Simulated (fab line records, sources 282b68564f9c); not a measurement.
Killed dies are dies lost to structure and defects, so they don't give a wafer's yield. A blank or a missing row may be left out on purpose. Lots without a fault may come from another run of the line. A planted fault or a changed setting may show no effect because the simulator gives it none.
A struck lot beside a sound one | flow rit_cmos | 18 steps out of a route of 202
Sound: wafers L604.2, L604.5, L604.6. Struck: wafers L612.1, L612.2, L612.4. The cause comes at the end.
At each step with rows: each side's tool, then ch and its chambers, then its first start. Under that, the readings that differ: sound wafers | struck wafers | difference of the means | sigmas: that difference in standard deviations of wafers without a fault.
alike: readings whose means differ by less than 2 such deviations, and words and numbers that are the same on both sides. not compared: withheld readings, readings that some wafer has no value for, bounds like >300 that may hide the same value, and numbers for which the record gives no deviation and whose values overlap.
The two part at a step that has a row with sigmas, a row that says differs or no value, or rows on one side only. Numbers that don't overlap but have no deviation are shown without sigmas and don't part them. A reading that every wafer of one side lacks parts them only if that side has two wafers or more.

first, 4 steps without rows for these wafers: RIT_NLDD_SOFTBAKE_02 (time 60 s); RIT_NLDD_EXPOSE_03 (exposes mask M7, target cd 40700 nm); RIT_NLDD_PEB_04; RIT_NLDD_DEVELOP_05 (develop time 50 s).
RIT_NLDD_OVL_MEAS_06:
  sound on overlay-02, day 3 12:46; struck on overlay-01, day 4 20:30
  alike: NLDD_OVL
then, 2 steps without rows for these wafers: RIT_NLDD_HARDBAKE_07 (time 60 s); RIT_NLDD_IMPLANT_08.
RIT_NLDD_STRIP_09: strips in O2, time 180 s.
  sound on plasma_asher-02 ch 0,1, day 3 13:06; struck on plasma_asher-02 ch 0,1, day 4 20:50
  alike: drypump_motor_current_A, rf_refl_power_W
  not compared: rf_hours_counter_h
RIT_NLDD_TW_MEAS_10:
  sound on film_metro-02, day 3 13:17; struck on film_metro-01, day 4 21:01
  alike: NLDD_TW
then, 3 steps without rows for these wafers: RIT_PLDD_HMDS_00 (prime time 60 s); RIT_PLDD_COAT_01 (resist thk 1000 nm); RIT_PLDD_SOFTBAKE_02 (time 60 s).
RIT_PLDD_EXPOSE_03: exposes mask M8, target cd 40900 nm.
  sound on iline_stepper-01 ch 0, day 3 13:56; struck on iline_stepper-01 ch 0, day 4 21:31
  reading                      | sound                      | struck            | difference | sigmas
  model.PLDD.overlay_x_nm (nm) | -0.08884 -0.08884 -0.08884 | 132.3 132.3 132.3 | +132.4     |
  alike: mask
then, 2 steps without rows for these wafers: RIT_PLDD_PEB_04; RIT_PLDD_DEVELOP_05 (develop time 50 s).
RIT_PLDD_OVL_MEAS_06:
  sound on overlay-02, day 3 14:19; struck on overlay-01, day 4 21:55
  reading       | sound        | struck            | difference | sigmas
  PLDD_OVL (nm) | 0.4 1.1 -1.7 | 133.7 132.4 134.3 | +133.5     | +95
then, 1 step without rows for these wafers: RIT_PLDD_HARDBAKE_07 (time 60 s).
RIT_M1_PROBE_99:
  sound on prober-01, day 4 05:08; struck on prober-01, day 5 12:40
  reading                        | sound          | struck         | difference | sigmas
  model.etest.pldd.width_nm (nm) | 3159 3172 3179 | 3137 3141 3140 | -31        |
  alike: killed_at_contacts, killed_at_front_end, killed_dies, killed_open, killed_short

WHERE THEY PART
Only at RIT_PLDD_OVL_MEAS_06, within this record. Later steps at which nothing parts them and some readings are alike: RIT_M1_PROBE_99.

WHY: what the simulator had put in
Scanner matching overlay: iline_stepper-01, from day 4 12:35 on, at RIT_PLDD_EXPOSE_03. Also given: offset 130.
